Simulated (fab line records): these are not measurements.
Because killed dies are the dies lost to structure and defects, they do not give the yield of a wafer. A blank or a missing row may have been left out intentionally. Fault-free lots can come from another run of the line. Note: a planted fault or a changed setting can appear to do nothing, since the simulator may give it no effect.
fab line records -- flow ritCmos
record: lots: 14, wafers: 42, lastDay: 7
route steps=202 shown NLDD@111 M1@202
lots untouched by any fault: they come from a run of this same line in which no faults occurred
startH: start of the lot's first displayed wafer, in hours after the record's first day -- waitH: hours since the lot's step before -- " the same as in the row above -- L1.1+2: several wafers, shown together as one row -- - no value, or no start was given -- * or withheld: withheld -- < > ~ a bound
route shown NAME@n: names a module that has steps shown in the file, with the first one's number in the route -- usual: mean and standard deviation over wafers with no fault -- same: alike in all rows -- chamber/n: place in a boat -- sites: each site's reading -- _std_site: how widely they spread, as a standard deviation -- _edge_site: the outer-site mean with the inner-site mean subtracted -- radiusMm: for every site, how far away it sits from the centre of the wafer -- mask NAME#n: copy n -- behind: tool/chamber where the wafer was last shaped -- hold: the reason the lot was held/the length of the hold in hours/how it ended -- device: names the non-switching transistor (n, p or np) -- end of line: at the end of the route, the tests of the same wafers -- step lacking rows: just its recipe -- killed: count of dies lost to structure and defects at first sort (not the wafer's yield) -- map: dies across one wafer; x = killed, . = not, _ = none there
set.NAME: setting as actually run; set.NAME@STEP: the setting as run at that earlier step -- model.NAME: the simulator's own value behind a step, which no gauge read
route steps across a sampled set of lots; one table per step, one row per wafer
services: a tool's chamber out of use, with start hour (startH, from the record's first day; less than 0 if before it), hours out, and reason
== steps ==
step: RIT_NLDD_IMPLANT_08
recipe: species: P, energyKev: 20, doseCm2: 5e+14, tiltDeg: 7
usual: beamOnS: 10.00/0.2
lot.wafer,tool,chamber,startH,waitH,beamOnS
L888.1,implanter-01,0,44.03,0.1,9.89
L888.3,implanter-01,0,44.03,0.1,10.09
L888.4,implanter-01,0,44.03,0.1,9.73
L890.1,implanter-01,0,54.18,0.1,10.03
L890.3,implanter-01,0,54.18,0.1,9.91
L890.6,implanter-01,0,54.18,0.1,9.98
L892.1,implanter-01,0,64.38,0.1,10.22
L892.4,implanter-01,0,64.38,0.1,9.73
L892.5,implanter-01,0,64.38,0.1,9.84
L892.1,implanter-01,0,64.69,0.3,9.97
L892.4,implanter-01,0,64.69,0.3,9.91
L892.5,implanter-01,0,64.69,0.3,10.07
L893.2,implanter-01,0,68.25,0.1,10.17
L893.3,implanter-01,0,68.25,0.1,9.85
L893.5,implanter-01,0,68.25,0.1,9.75
L900.3,implanter-03,0,106.08,0.1,9.94
L900.5,implanter-03,0,106.08,0.1,9.99
L900.6,implanter-03,0,106.08,0.1,10.23
L900.3,implanter-03,0,106.40,0.3,9.84
L900.5,implanter-03,0,106.40,0.3,9.93
L900.6,implanter-03,0,106.40,0.3,9.89
L902.1,implanter-03,0,117.17,0.1,9.86
L902.4,implanter-03,0,117.17,0.1,9.67
L902.6,implanter-03,0,117.17,0.1,9.84
L904.1,implanter-01,0,127.49,0.1,10.07
L904.4,implanter-01,0,127.49,0.1,10.03
L904.5,implanter-01,0,127.49,0.1,10.12
L905.1,implanter-04,0,132.60,0.1,10.04
L905.4,implanter-04,0,132.60,0.1,10.48
L905.6,implanter-04,0,132.60,0.1,9.83
L906.3,implanter-01,0,135.07,0.1,9.93
L906.4,implanter-01,0,135.07,0.1,9.51
L906.5,implanter-01,0,135.07,0.1,9.85
L907.1,implanter-04,0,137.70,0.1,9.74
L907.2,implanter-04,0,137.70,0.1,10.32
L907.4,implanter-04,0,137.70,0.1,10.08
L908.1,implanter-01,0,147.32,0.1,10.14
L908.2,implanter-01,0,147.32,0.1,9.91
L908.5,implanter-01,0,147.32,0.1,9.91
L909.3,implanter-03,0,150.68,0.1,10.07
L909.4,implanter-03,0,150.68,0.1,10.05
L909.6,implanter-03,0,150.68,0.1,10.15
L910.2,implanter-03,0,154.66,0.1,10.02
L910.3,implanter-03,0,154.66,0.1,9.96
L910.5,implanter-03,0,154.66,0.1,10.34
L911.2,implanter-01,0,162.19,0.1,10.05
L911.5,implanter-01,0,162.19,0.1,10.08
L911.6,implanter-01,0,162.19,0.1,9.90
step: RIT_NLDD_TW_MEAS_10
usual: NLDD_TW: 2490/20
lot.wafer,tool,chamber,startH,waitH,NLDD_TW
L888.1,filmMetro-04,-,44.36,0.1,2498
L888.3,filmMetro-04,-,44.36,0.1,2503
L888.4,filmMetro-04,-,44.36,0.1,2501
L890.1,filmMetro-04,-,54.50,0.1,2512
L890.3,filmMetro-04,-,54.50,0.1,2497
L890.6,filmMetro-04,-,54.50,0.1,2497
L892.1,filmMetro-03,-,65.16,0.3,2934
L892.4,filmMetro-03,-,65.16,0.3,2928
L892.5,filmMetro-03,-,65.16,0.3,2950
L893.2,filmMetro-04,-,68.56,0.1,2513
L893.3,filmMetro-04,-,68.56,0.1,2502
L893.5,filmMetro-04,-,68.56,0.1,2515
L900.3,filmMetro-04,-,106.70,0.1,2977
L900.5,filmMetro-04,-,106.70,0.1,2972
L900.6,filmMetro-04,-,106.70,0.1,2963
L902.1,filmMetro-03,-,117.49,0.1,2499
L902.4,filmMetro-03,-,117.49,0.1,2495
L902.6,filmMetro-03,-,117.49,0.1,2506
L904.1,filmMetro-01,-,127.81,0.1,2459
L904.4,filmMetro-01,-,127.81,0.1,2463
L904.5,filmMetro-01,-,127.81,0.1,2460
L905.1,filmMetro-04,-,132.92,0.1,2513
L905.4,filmMetro-04,-,132.92,0.1,2506
L905.6,filmMetro-04,-,132.92,0.1,2515
L906.3,filmMetro-03,-,135.37,0.1,2497
L906.4,filmMetro-03,-,135.37,0.1,2483
L906.5,filmMetro-03,-,135.37,0.1,2485
L907.1,filmMetro-01,-,138.02,0.1,2464
L907.2,filmMetro-01,-,138.02,0.1,2474
L907.4,filmMetro-01,-,138.02,0.1,2477
L908.1,filmMetro-01,-,147.65,0.1,2473
L908.2,filmMetro-01,-,147.65,0.1,2461
L908.5,filmMetro-01,-,147.65,0.1,2454
L909.3,filmMetro-03,-,150.97,0.1,2509
L909.4,filmMetro-03,-,150.97,0.1,2512
L909.6,filmMetro-03,-,150.97,0.1,2498
L910.2,filmMetro-01,-,154.99,0.1,2458
L910.3,filmMetro-01,-,154.99,0.1,2447
L910.5,filmMetro-01,-,154.99,0.1,2457
L911.2,filmMetro-01,-,162.50,0.1,2465
L911.5,filmMetro-01,-,162.50,0.1,2467
L911.6,filmMetro-01,-,162.50,0.1,2471
step: RIT_SDANNEAL_RS_MEAS_07
recipe: thkMeasGauge: four-point-probe
usual: NLDD_RS: 151.5/0.43
lot.wafer,tool,chamber,startH,waitH,NLDD_RS[ohm/sq]
L888.1,filmMetro-03,-,52.38,0.1,151.2
L888.3,filmMetro-03,-,52.38,0.1,151.3
L888.4,filmMetro-03,-,52.38,0.1,151.1
L890.1,filmMetro-04,-,62.38,0.1,151.1
L890.3,filmMetro-04,-,62.38,0.1,151.4
L890.6,filmMetro-04,-,62.38,0.1,151.1
L892.1,filmMetro-03,-,73.16,0.1,86.8
L892.4,filmMetro-03,-,73.16,0.1,86.8
L892.5,filmMetro-03,-,73.16,0.1,86.9
L893.2,filmMetro-03,-,76.34,0.1,151.7
L893.3,filmMetro-03,-,76.34,0.1,152.1
L893.5,filmMetro-03,-,76.34,0.1,151.6
L900.3,filmMetro-01,-,115.67,0.1,86.3
L900.5,filmMetro-01,-,115.67,0.1,86.4
L900.6,filmMetro-01,-,115.67,0.1,86.4
L902.1,filmMetro-01,-,125.76,0.1,152.4
L902.4,filmMetro-01,-,125.76,0.1,151.6
L902.6,filmMetro-01,-,125.76,0.1,151.3
L904.1,filmMetro-01,-,135.96,0.1,152.1
L904.4,filmMetro-01,-,135.96,0.1,151.4
L904.5,filmMetro-01,-,135.96,0.1,151.6
L905.1,filmMetro-04,-,140.78,0.1,151.2
L905.4,filmMetro-04,-,140.78,0.1,151.2
L905.6,filmMetro-04,-,140.78,0.1,151.4
L906.3,filmMetro-01,-,143.16,0.1,152.3
L906.4,filmMetro-01,-,143.16,0.1,151.7
L906.5,filmMetro-01,-,143.16,0.1,152.3
L907.1,filmMetro-04,-,146.21,0.1,151.1
L907.2,filmMetro-04,-,146.21,0.1,151.4
L907.4,filmMetro-04,-,146.21,0.1,151.2
L908.1,filmMetro-03,-,155.68,0.1,150.9
L908.2,filmMetro-03,-,155.68,0.1,152.1
L908.5,filmMetro-03,-,155.68,0.1,151.3
L909.3,filmMetro-01,-,158.62,0.1,151.6
L909.4,filmMetro-01,-,158.62,0.1,151.6
L909.6,filmMetro-01,-,158.62,0.1,151.4
L910.2,filmMetro-03,-,163.09,0.1,151.1
L910.3,filmMetro-03,-,163.09,0.1,151.7
L910.5,filmMetro-03,-,163.09,0.1,151.5
L911.2,filmMetro-03,-,170.47,0.1,151.4
L911.5,filmMetro-03,-,170.47,0.1,150.5
L911.6,filmMetro-03,-,170.47,0.1,150.9
step: RIT_M1_PROBE_99
usual: killed_at_M0_to_M3: 0.0/0.12, killedAtContacts: 0.1/0.25, killedAtFrontEnd: 6.3/2.9, killedDies: 6.4/2.8, killedOpen: 3.3/2, killedShort: 3.1/2
same: grossDies: 264, killed_at_M4_up: 0, killedAtBackSide: 0, killedAtOther: 0
lot.wafer,tool,chamber,startH,waitH,killed_at_M0_to_M3,killedAtContacts,killedAtFrontEnd,killedDies,killedOpen,killedShort
L892.1,prober-01,-,80.40,0.1,0,0,4,4,2,2
L892.4,prober-01,-,80.55,0.2,0,0,3,3,2,1
L892.5,prober-01,-,80.60,0.2,0,0,3,3,1,2
killed by level:class
L892.1 GATE:geometricParticle:short=2 REOX:geometricParticle:open=2
L892.4 GATE:geometricParticle:open=2 GATE:geometricParticle:short=1
L892.5 FOX1:geometricParticle:short=1 FOX1:geometricParticle:open=1 SPACER:geometricParticle:short=1
== services ==
tool,chamber,startH,hours,kind
implanter-01,-,28.34,3.4,repair
implanter-03,-,32.28,19.1,pm
implanter-01,-,32.32,5.6,pm
implanter-03,-,66.95,4.5,repair
implanter-03,-,102.65,3.2,repair
implanter-04,-,151.89,9.1,repair
implanter-04,-,160.97,3.7,pm
== key ==
firstSign: step: RIT_NLDD_IMPLANT_08, reading: visit, direction: added
effect: step: RIT_NLDD_TW_MEAS_10, reading: NLDD_TW, direction: up, sigmas: 23, usual: 2490, struck: 2954
effect: step: RIT_SDANNEAL_RS_MEAS_07, reading: NLDD_RS, direction: down, sigmas: 99+, usual: 151.5, struck: 86.6
metAt RIT_NLDD_IMPLANT_08
struckLots L892,L900
testerLeftOut L892,L900
fault: kind: repeatedStepWhole, tool: implanter-01,implanter-03,implanter-04, chamber: -, onsetH: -, steps: RIT_NLDD_IMPLANT_08, times: 1, scope: struckLotsOnly
testerLeftOut: of these lots the tester's yield and bins aren't shown, on N5 and GAA mostly nor the transistor test; their killed dies are dies lost to structure and defects alone, not to doping, threshold or leakage, so they don't give the yield
